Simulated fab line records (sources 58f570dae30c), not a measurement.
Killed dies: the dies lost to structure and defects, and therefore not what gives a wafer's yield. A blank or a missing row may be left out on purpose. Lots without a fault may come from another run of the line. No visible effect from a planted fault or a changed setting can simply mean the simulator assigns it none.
Problem report in the 8D (eight disciplines) form, filled by code :: flow berkeleyCmos170 :: the parts of the form that need people (team, actions taken, sign-off) are left out

## 1. WHAT IS WRONG
Across 9 wafers from 3 lots, ACTIVE_NITRIDE_THK at UCB170_ACTIVE_THK_MEAS_06 averages 167.6 nm, while fault-free wafers read 219.9 nm with a standard deviation of 1.9. That is -28 standard deviations from the usual mean.
Earliest sighting: wafer L598.1 on filmMetro-04 at day 5 16:40. Wafers with a number at this step in the record: 45, from 15 lots. By rule, "out" or "out of limits" means more than 4 standard deviations away from the usual mean. Any other wafer with a number is counted as sound.

## 2. WHAT IT IS AND WHAT IT IS NOT
question: which readings at this step
is: ACTIVE_NITRIDE_THK
is not: -

question: which lots
is: L598, L606, L607
is not: L591, L592, L593, L594, L595, L596, L597, L599, L608, L609, L613, L614

question: which wafers of those lots
is: all that have a number
is not: -

question: read on which gauges
is: filmMetro-02, filmMetro-04
is not: filmMetro-01

question: when
is: from day 5 16:40
is not: up to then (21 sound wafers); but 15 sound wafers of L599, L608, L609, L613, L614 came after

## 3. SUSPECTS, AND WHAT RULES EACH OUT
Counting: any tool at a process step up to the reading is kept as a suspect provided that every lot that is out went through it and no sound lot did after the first of them.
- the gauge at UCB170_ACTIVE_THK_MEAS_06 has been ruled out. 2 gauges (filmMetro-02, filmMetro-04) read the wafers that are out.
- lpcvd-02 at UCB170_ACTIVE_CVD_05 (deposits Si3N4 from SiH2Cl2/NH3, target thk 220 nm, time 3300 s): kept. It ran every lot that is out, first L598 (day 5 14:45), and no sound lot after that; its last sound lot up to then is L596 (day 5 08:03).
Remaining after the count: lpcvd-02 at UCB170_ACTIVE_CVD_05.

## 4. THE CAUSE (what the simulator had put in)
Site profile drift: lpcvd-02, from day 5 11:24 on, at UCB170_ACTIVE_CVD_05. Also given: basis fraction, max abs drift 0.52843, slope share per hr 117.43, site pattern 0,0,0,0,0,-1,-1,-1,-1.
After counting, this tool was the only one left.

## 5. SEQUENCE OF EFFECTS, ordered by route
Each row: a reading where the mean over the struck wafers with a number is more than 3 standard deviations away from the usual. Only readings whose record carries a usual standard deviation are examined. hours: median over the lots of the time between each lot's start at the first step of this table that gives one and its start at this step. sigmas: the change, counted in usual standard deviations.
hours: 0
step: UCB170_ACTIVE_THK_MEAS_06
reading: ACTIVE_NITRIDE_THK
usual: 219.9 nm
on struck wafers: 167.6
change: -52.3
sigmas: -28

hours: 1
step: UCB170_ACTIVE_ETCH_15
reading: oesProductAu
usual: 0.940 a.u.
on struck wafers: 0.805
change: -0.135
sigmas: -10
Process steps it contains:
- UCB170_ACTIVE_ETCH_15: etches Si3N4 in CH3F/Ar/O2, stops on SiO2, target depth 242 nm, time 151 s.
Later steps that measure or inspect, where all struck wafers having a row at the step show a number for every such reading and not one has moved that far: UCB170_ACTIVE_OVL_MEAS_14.

## 6. WHAT WOULD HAVE CAUGHT IT SOONER
Counted from the fault's start at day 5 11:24, it took 5 hours until the first out-of-limits reading at a measuring or inspecting step in this record, taken at day 5 16:40.
Among the 3 lots that are out, L606, L607 began UCB170_ACTIVE_CVD_05 on lpcvd-02 after day 5 16:40. A hold on the tool at that time would have spared those 2.
